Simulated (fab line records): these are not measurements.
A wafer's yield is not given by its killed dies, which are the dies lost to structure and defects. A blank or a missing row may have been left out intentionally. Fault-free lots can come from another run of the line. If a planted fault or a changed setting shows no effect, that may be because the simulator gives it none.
fab line records | flow berkeley_cmos170
[record] lots = 14 wafers = 42 last_day = 12
route steps=331 shown NVT@110 PVT@116 GATE@143
lots that met no fault: taken from a fault-free run of the same line
start_h: the number of hours between the record's first day and the start of the first shown wafer of the lot | wait_h: time in hours since the lot's previous step | " as in the row above | L1.1+2: a row that stands for several wafers | - either no value or no given start | * or withheld: withheld | < > ~ a bound
route shown NAME@n: NAME is a module with steps in the file, n the number in the route of the first one | usual: the fault-free wafers' mean and standard deviation | same: alike in all rows | chamber/n: place in a boat | sites: the reading at each site | _std_site: standard deviation of those values | _edge_site: outer sites' mean less inner sites' | radius_mm: for every site, how far away it sits from the centre of the wafer | mask NAME#n: copy n | behind: the most recent tool/chamber to have shaped the wafer | hold: why the lot was held/for how many hours/how that ended | device: whichever transistor did not switch (one of n, p or np) | end of line: tests run on the same wafers once the route is complete | for a step that has no rows: nothing shown but its recipe | killed: the dies lost at the first sort to structure and to defects; this is not the yield of the wafer | map: shows each die of a wafer: x if killed, . if not, _ if none is there
set.NAME: the setting as run; set.NAME@STEP: as run at that earlier step | model.NAME: the simulator's own value behind a step, which no gauge read
the route's steps for a sample of lots (tables are steps, rows are wafers)
services: from which hour (start_h, from the record's first day; less than 0 if before it) a tool's chamber was out of use, for how many hours, and why
[[steps]]
[step UCB170_NVT_OVL_MEAS_06]
[usual] NVT_OVL = 0/5.3
// columns lot.wafer tool chamber start_h wait_h NVT_OVL[nm]
L909.2 overlay-02 - 101.07 - -15
L909.4 " - " " -10
L909.5 " - " " -9
L911.1 overlay-01 - 129.15 - -7
L911.2 " - " " 1
L911.3 " - " " -1
L913.1 overlay-02 - 129.64 - 3
L913.4 " - " " -6
L913.6 " - " " -1
L914.4 overlay-02 - 140.62 - 3
L914.5 " - " " 5
L914.6 " - " " 3
L917.2 overlay-01 - 152.66 - -6
L917.3 " - " " -2
L917.6 " - " " -7
L921.1 overlay-01 - 170.64 - -1
L921.3 " - " " -3
L921.4 " - " " -8
L922.1 overlay-01 - 170.83 - 5
L922.4 " - " " 4
L922.5 " - " " 4
L924.3 overlay-02 - 186.29 - 0
L924.4 " - " " 0
L924.5 " - " " 4
L925.1 overlay-01 - 186.82 - -2
L925.3 " - " " -4
L925.4 " - " " 7
L926.3 overlay-02 - 196.55 - 1
L926.4 " - " " 0
L926.6 " - " " 5
L929.1 overlay-02 - 210.23 - -2
L929.2 " - " " 1
L929.3 " - " " -5
L928.1 overlay-01 - 210.41 - 9
L928.2 " - " " 0
L928.3 " - " " 6
L931.2 overlay-01 - 230.17 - 14
L931.3 " - " " 11
L931.4 " - " " 8
L932.2 overlay-02 - 230.74 - 1
L932.4 " - " " -5
L932.6 " - " " -1
[step UCB170_PVT_COAT_01]
[recipe] resist = KrF spin_rpm = 1500 resist_thk_nm = 900
[usual] exhaust_pa = 44.9/0.94 resist_line_temp_C = 22.98/0.11 spin_speed_rpm = 1500.0/1.1
// columns lot.wafer tool chamber start_h wait_h exhaust_pa resist_line_temp_C spin_speed_rpm
L909.2 litho_track-03 0 102.21 0.1 45.6 22.93 1499.5
L909.4 " 0 " " 44.6 23.02 1497.9
L909.5 " 0 " " 44.5 23.15 1501.3
L911.1 litho_track-02 0 129.82 0.1 45.8 22.97 1500.7
L911.2 " 0 " " 44.6 22.97 1499.6
L911.3 " 0 " " 45.1 23.01 1500.8
L913.1 litho_track-02 0 130.37 0.1 45.6 23.03 1499.3
L913.4 " 0 " " 45.1 22.95 1500.6
L913.6 " 0 " " 45.1 23.13 1500.8
L914.4 litho_track-03 0 141.36 0.1 44.1 23.06 1501.6
L914.5 " 0 " " 42.6 23.00 1499.8
L914.6 " 0 " " 43.5 23.04 1501.2
L917.2 litho_track-01 0 153.91 0.1 44.2 22.89 1499.5
L917.3 " 0 " " 46.0 23.17 1499.8
L917.6 " 0 " " 45.4 22.95 1499.8
L921.1 litho_track-03 0 171.61 0.1 47.0 22.95 1452.0
L921.3 " 0 " " 46.5 22.83 1451.2
L921.4 " 0 " " 46.7 22.93 1450.7
L922.1 litho_track-03 0 172.06 0.1 44.8 23.12 1449.5
L922.4 " 0 " " 45.1 22.97 1450.7
L922.5 " 0 " " 43.8 22.83 1449.2
L924.3 litho_track-02 0 187.00 0.1 44.2 22.95 1498.3
L924.4 " 0 " " 45.3 23.00 1499.1
L924.5 " 0 " " 44.3 22.99 1498.8
L925.1 litho_track-01 0 187.49 0.1 45.1 22.97 1499.8
L925.3 " 0 " " 44.0 22.84 1500.7
L925.4 " 0 " " 44.4 22.97 1501.2
L926.3 litho_track-02 0 201.11 0.1 44.8 23.13 1499.2
L926.4 " 0 " " 45.0 22.92 1500.1
L926.6 " 0 " " 45.4 22.98 1499.8
L929.1 litho_track-01 0 211.00 0.1 44.2 22.72 1499.1
L929.2 " 0 " " 45.7 22.81 1500.3
L929.3 " 0 " " 44.8 22.74 1500.8
L928.1 litho_track-01 0 211.45 0.1 43.6 22.99 1500.4
L928.2 " 0 " " 44.4 23.12 1498.4
L928.3 " 0 " " 43.6 23.07 1498.5
L931.2 litho_track-01 0 230.91 0.1 44.0 22.95 1498.6
L931.3 " 0 " " 45.8 22.64 1500.1
L931.4 " 0 " " 44.1 22.83 1497.9
L932.2 litho_track-02 0 231.81 0.1 45.2 23.18 1500.1
L932.4 " 0 " " 45.5 23.07 1500.0
L932.6 " 0 " " 45.2 22.93 1499.9
[step UCB170_PVT_OVL_MEAS_06]
[usual] PVT_OVL = 4/4.9
// columns lot.wafer tool chamber start_h wait_h PVT_OVL[nm]
L909.2 overlay-02 - 103.21 - 6
L909.4 " - " " 3
L909.5 " - " " -3
L911.1 overlay-02 - 130.64 - 3
L911.2 " - " " -4
L911.3 " - " " -1
L913.1 overlay-02 - 131.18 - 6
L913.4 " - " " 7
L913.6 " - " " 5
L914.4 overlay-01 - 142.01 - 6
L914.5 " - " " 6
L914.6 " - " " 7
L917.2 overlay-01 - 154.74 - 6
L917.3 " - " " -10
L917.6 " - " " 3
L921.1 overlay-01 - 172.91 - -1
L921.3 " - " " -2
L921.4 " - " " 2
L922.1 overlay-01 - 173.19 - 3
L922.4 " - " " 7
L922.5 " - " " 8
L924.3 overlay-02 - 187.92 - -2
L924.4 " - " " 9
L924.5 " - " " 6
L925.1 overlay-01 - 188.33 - 3
L925.3 " - " " 3
L925.4 " - " " 11
L926.3 overlay-01 - 202.55 - 3
L926.4 " - " " -2
L926.6 " - " " 7
L929.1 overlay-02 - 212.02 - 4
L929.2 " - " " -3
L929.3 " - " " 1
L928.1 overlay-01 - 212.30 - 8
L928.2 " - " " 4
L928.3 " - " " 4
L931.2 overlay-01 - 232.36 - 6
L931.3 " - " " 3
L931.4 " - " " 2
L932.2 overlay-02 - 233.06 - 0
L932.4 " - " " 5
L932.6 " - " " 8
[step UCB170_PVT_STRIP_08]
[recipe] chemistry = O2 power_w = 400 pressure_mtorr = 3500 platen_temp_c = withheld o2_flow_sccm = 400 overash_fraction = 0.5
[usual] drypump_motor_current_A = 5.89/0.26 oes_product_au = 0.734/0.0052 strip_time_to_endpoint_s = 21.68/0.065
// columns lot.wafer tool chamber start_h wait_h drypump_motor_current_A oes_product_au rf_hours_counter_h strip_time_to_endpoint_s
L909.2 plasma_asher-04 0 103.39 0.1 5.83 0.735 38 21.72
L909.4 " 0 " " 5.82 0.733 - 21.65
L909.5 " 1 " " 6.46 0.741 - 21.66
L911.1 plasma_asher-02 1 130.82 0.1 5.90 0.735 34 21.68
L911.2 " 0 " " 5.56 0.728 34 21.68
L911.3 " 0 " " 5.54 0.740 - 21.68
L913.1 plasma_asher-02 0 131.37 0.1 5.57 0.735 34 21.75
L913.4 " 0 " " 5.54 0.729 - 21.78
L913.6 " 1 " " 5.93 0.726 - 21.77
L914.4 plasma_asher-04 1 142.21 0.1 6.47 0.736 - 21.78
L914.5 " 1 " " 6.44 0.731 - 21.77
L914.6 " 0 " " 5.81 0.734 - 21.76
L917.2 plasma_asher-03 0 154.92 0.1 5.78 0.737 47 21.65
L917.3 " 1 " " 5.90 0.740 - 21.68
L917.6 " 0 " " 5.79 0.729 - 21.57
L921.1 plasma_asher-04 0 173.10 0.1 5.84 0.735 5 22.08
L921.3 " 1 " " 6.45 0.728 - 22.05
L921.4 " 0 " " 5.82 0.737 - 22.06
L922.1 plasma_asher-02 0 173.37 0.1 5.56 0.736 38 22.09
L922.4 " 0 " " 5.55 0.734 - 22.01
L922.5 " 0 " " 5.56 0.721 - 22.06
L924.3 plasma_asher-04 1 188.13 0.1 6.44 0.733 - 21.68
L924.4 " 0 " " 5.82 0.736 - 21.66
L924.5 " 0 " " 5.81 0.742 - 21.68
L925.1 plasma_asher-03 1 188.52 0.1 5.88 0.733 51 21.71
L925.3 " 1 " " 5.87 0.725 - 21.62
L925.4 " 0 " " 5.78 0.737 - 21.63
L926.3 plasma_asher-03 0 202.75 0.1 5.81 0.736 - 21.66
L926.4 " 1 " " 5.92 0.736 - 21.67
L926.6 " 0 " " 5.76 0.728 - 21.60
L929.1 plasma_asher-03 1 212.21 0.1 5.89 0.734 54 21.80
L929.2 " 0 " " 5.80 0.734 54 21.71
L929.3 " 0 " " 5.78 0.736 - 21.72
L928.1 plasma_asher-04 1 212.49 0.1 6.48 0.734 9 21.50
L928.2 " 0 " " 5.85 0.732 9 21.56
L928.3 " 1 " " 6.47 0.731 - 21.59
L931.2 plasma_asher-02 1 232.54 0.1 5.93 0.727 46 21.76
L931.3 " 0 " " 5.55 0.729 - 21.66
L931.4 " 1 " " 5.91 0.732 - 21.69
L932.2 plasma_asher-03 1 233.24 0.1 5.90 0.735 57 21.67
L932.4 " 1 " " 5.90 0.728 - 21.55
L932.6 " 0 " " 5.80 0.732 - 21.65
[step UCB170_GATE_CD_MEAS_90]
[recipe] target_cd_nm = 350
[usual] cd_nm = 349.2/1.7
// columns lot.wafer tool chamber start_h wait_h cd_nm
L909.2 cd_sem-02 - 124.60 0.1 347.2
L909.4 " - " " 346.8
L909.5 " - " " 349.4
L913.1 cd_sem-01 - 146.75 0.1 349.8
L913.4 " - " " 351.2
L913.6 " - " " 349.9
L911.1 cd_sem-02 - 146.80 0.1 349.2
L911.2 " - " " 349.6
L911.3 " - " " 347.7
L914.4 cd_sem-01 - 150.02 0.1 348.7
L914.5 " - " " 349.6
L914.6 " - " " 348.6
L917.2 cd_sem-01 - 168.65 0.1 347.6
L917.3 " - " " 347.2
L917.6 " - " " 348.5
L921.1 cd_sem-01 - 184.91 0.1 350.9
L921.3 " - " " 350.8
L921.4 " - " " 351.7
L922.1 cd_sem-02 - 185.44 0.1 348.8
L922.4 " - " " 350.1
L922.5 " - " " 350.1
L925.1 cd_sem-01 - 199.69 0.1 347.1
L925.3 " - " " 347.6
L925.4 " - " " 347.6
L924.3 cd_sem-02 - 199.97 0.1 348.1
L924.4 " - " " 347.1
L924.5 " - " " 347.9
L926.3 cd_sem-01 - 210.52 0.1 351.9
L926.4 " - " " 353.9
L926.6 " - " " 352.7
L928.1 cd_sem-01 - 221.86 0.1 349.6
L928.2 " - " " 349.2
L928.3 " - " " 349.8
L929.1 cd_sem-02 - 222.19 0.1 346.5
L929.2 " - " " 347.4
L929.3 " - " " 347.4
L932.2 cd_sem-01 - 245.55 0.1 348.4
L932.4 " - " " 347.4
L932.6 " - " " 349.6
L931.2 cd_sem-02 - 245.62 0.1 350.4
L931.3 " - " " 348.6
L931.4 " - " " 349.3
[[services]]
// columns tool chamber start_h hours kind
plasma_asher-04 - 108.77 9.0 pm
plasma_asher-04 0 108.77 9.0 vent_cycle
plasma_asher-04 1 108.77 9.0 vent_cycle
plasma_asher-04 0 117.77 - clean
plasma_asher-04 1 117.77 - clean
plasma_asher-04 - 164.98 2.8 pm
litho_track-02 - 212.70 - consumable_replace:filter
[[key]]
[first_sign] step = UCB170_PVT_COAT_01 reading = spin_speed_rpm direction = down sigmas = 44 usual = 1500.0 struck = 1450.6
[effect] step = UCB170_PVT_STRIP_08 reading = strip_time_to_endpoint_s direction = up sigmas = 5.8 usual = * struck = *
met_at UCB170_PVT_COAT_01
struck_lots L921,L922
tester_left_out L921,L922
not_acting_at UCB170_NVT_OVL_MEAS_06,UCB170_PVT_OVL_MEAS_06,UCB170_GATE_CD_MEAS_90
onset_between 141.36 171.61
[fault] kind = process_parameter_drift tool = litho_track-03 chamber = - onset_h = 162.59 steps = UCB170_PVT_COAT_01 channel = spin_rpm offset = -50.145 shape = step end_h = 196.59 acts_in = these_recipes_only stated = 1500
// tester_left_out: of these lots the tester's yield and bins aren't shown, on N5 and GAA mostly nor the transistor test; their killed dies are dies lost to structure and defects alone, not to doping, threshold or leakage, so they don't give the yield
